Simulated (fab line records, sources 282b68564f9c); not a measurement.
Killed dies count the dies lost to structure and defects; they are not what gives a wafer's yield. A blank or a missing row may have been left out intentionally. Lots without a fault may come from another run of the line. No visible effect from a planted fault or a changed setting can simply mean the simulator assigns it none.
Which tool did it?	flow rit_cmos	at 1 step of a route of 202, 6 lots with 18 wafers sampled

WHAT THE GAUGES SHOWED, per wafer
RIT_PRETRO_TW_MEAS_10.
lot	measured	on	PRETRO_TW
L158	day 2 13:26	film_metro-02	481 482 483
L162	day 3 09:42	film_metro-02	486 481 484
L164	day 3 20:01	film_metro-03	476 476 473
L167	day 4 09:45	film_metro-02	481 479 480
L170	day 5 01:56	film_metro-01	480 477 480
L172	day 5 09:56	film_metro-03	475 473 475

TOOL THAT RAN EACH LOT (tool first, then ch and the chambers of the sampled wafers, then the start)
Record: no process step prior to these readings.

THE ANSWER, worked out from the rows above alone
Rule: the lots themselves supply what counts as usual. Put in order of their means at a reading, lots are off if they are a third of the lots or fewer, leave a main group of 4 or more, and stand apart from it by a gap of 3 or more times the standard deviation of the main group's means; of several such gaps the widest counts. The tables above print the reading to a certain number of digits; a main group whose means all agree to those digits is not used. A lot without any number at a reading at which 4 lots or more have one is off too. Any other lot the step has rows for is counted as sound.
Across all readings shown, no lot is off: no conclusion can be drawn from this.

WHAT THE SIMULATOR HAD INSERTED
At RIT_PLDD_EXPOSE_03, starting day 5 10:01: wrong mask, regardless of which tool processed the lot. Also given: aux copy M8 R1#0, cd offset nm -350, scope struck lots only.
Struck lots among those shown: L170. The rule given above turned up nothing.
